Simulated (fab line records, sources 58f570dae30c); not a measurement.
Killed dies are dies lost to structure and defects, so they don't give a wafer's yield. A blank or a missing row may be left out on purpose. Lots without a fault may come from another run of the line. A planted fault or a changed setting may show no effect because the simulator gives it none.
Split-lot experiment | flow berkeley_cmos170 | 5 lots, 23 wafers read, on a route of 331 steps

THE SPLIT
At UCB170_NLDD_IMPLANT_08, the setting dose_cm2 was moved away from the recipe's 5e+13 on 10 of the 23 wafers read, by -5.0% to +5.0%. The other wafers ran this setting at the recipe's value.

FROM THE SPLIT TO THE READING: what the file shows between them, 7 steps
- UCB170_PSD_IMPLANT_08 (also split here: dose_cm2)
- UCB170_PSD_STRIP_09: strips in O2
- UCB170_BACKSIDE_STRIP_03: strips in O2 (also split here: power_w)
- UCB170_BACKSIDE_CLEAN_04: cleans in SPM, time 600 s
- UCB170_SDANNEAL_RTA_00: time 10 s
- UCB170_SDANNEAL_RTA_01: time 5 s
- UCB170_SDANNEAL_RS_MEAS_02: measures by four-point-probe

THE READING
NLDD_RS, in ohm/sq, at UCB170_SDANNEAL_RS_MEAS_05 (measures by four-point-probe). Fault-free wafers of this fab line usually give 616.3 ohm/sq, standard deviation 1.3 ohm/sq.

wafer  | tool, chamber at the split | dose_cm2 as run | against the recipe | NLDD_RS, ohm/sq | against lot-mates on the recipe
L076.1 | implanter-04, 0            | 5e+13           | recipe             | 618.2           | -
L076.2 | implanter-04, 0            | 5.25e+13        | +5.0%              | 604.8           | -11.2
L076.3 | implanter-04, 0            | 5e+13           | recipe             | 614.7           | -
L076.5 | implanter-04, 0            | 5e+13           | recipe             | 615.2           | -
L076.6 | implanter-04, 0            | 5.25e+13        | +5.0%              | 606.2           | -9.8
L077.1 | implanter-03, 0            | 4.837e+13       | -3.3%              | 624.5           | +7.1
L077.2 | implanter-03, 0            | 4.837e+13       | -3.3%              | 623.5           | +6.1
L077.4 | implanter-03, 0            | 5e+13           | recipe             | 617.3           | -
L077.5 | implanter-03, 0            | 4.837e+13       | -3.3%              | 624.3           | +6.9
L077.6 | implanter-03, 0            | 5e+13           | recipe             | 617.5           | -
L078.2 | implanter-01, 0            | 5e+13           | recipe             | 614.8           | -
L078.3 | implanter-01, 0            | 4.817e+13       | -3.7%              | 623.6           | +6.9
L078.4 | implanter-01, 0            | 4.817e+13       | -3.7%              | 625.2           | +8.5
L078.5 | implanter-01, 0            | 5e+13           | recipe             | 618.1           | -
L078.6 | implanter-01, 0            | 5e+13           | recipe             | 617.1           | -
L081.2 | implanter-03, 0            | 5e+13           | recipe             | 617.9           | -
L081.3 | implanter-03, 0            | 5e+13           | recipe             | 616.8           | -
L081.4 | implanter-03, 0            | 4.749e+13       | -5.0%              | 629.8           | +12.5
L081.5 | implanter-03, 0            | 4.749e+13       | -5.0%              | 628.5           | +11.2
L081.6 | implanter-03, 0            | 4.749e+13       | -5.0%              | 627.8           | +10.5
L084.3 | implanter-03, 0            | 5e+13           | recipe             | 616.5           | -
L084.5 | implanter-03, 0            | 5e+13           | recipe             | 615.0           | -
L084.6 | implanter-03, 0            | 5e+13           | recipe             | 616.5           | -

THE FIT
A straight line over all 23 wafers: NLDD_RS changes by -2.29 ohm/sq for each +1% of dose_cm2; r = -0.98; the points scatter about the line by 1.1 ohm/sq.
The same after taking each lot's own level away (the mean of its wafers on the recipe; 23 wafers): -2.16 ohm/sq for each +1%; r = -0.99; scatter 1 ohm/sq.
On that fit, the largest move of dose_cm2 shifts the reading by 11 ohm/sq.
The lots' own levels span 616.00 to 617.40 ohm/sq, that is 1.1 times the standard deviation above.
So the lot-to-lot level changes the slope little: the two slopes agree.
Check: with one of the wafers moved furthest among these (-5.0%) left out of the fit, the line predicts +10.6 ohm/sq for it against its lot-mates. It came out at +12.5 ohm/sq against them.

OTHER SPLITS ON THESE WAFERS
These wafers also went through other splits before the reading. Each is held against what the fit with the lots' levels taken away leaves over:
other split on the same wafers    | wafers away from the commonest value | r with NLDD_RS (lot level and that fit taken away)
UCB170_SACOX_OXIDATION_01 temp_c  | 10                                   | +0.10
UCB170_PVT_IMPLANT_07 dose_cm2    | 9                                    | -0.06
UCB170_GATE_EXPOSE_09 dose_mj     | 10                                   | -0.06
UCB170_PLDD_COAT_01 resist_thk_nm | 8                                    | -0.09
UCB170_PSD_IMPLANT_08 dose_cm2    | 7                                    | -0.11
UCB170_BACKSIDE_STRIP_03 power_w  | 9                                    | -0.13

THE FILE'S OWN FIT
NLDD_RS changes by -2.15 ohm/sq for each +1% of dose_cm2, r = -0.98.
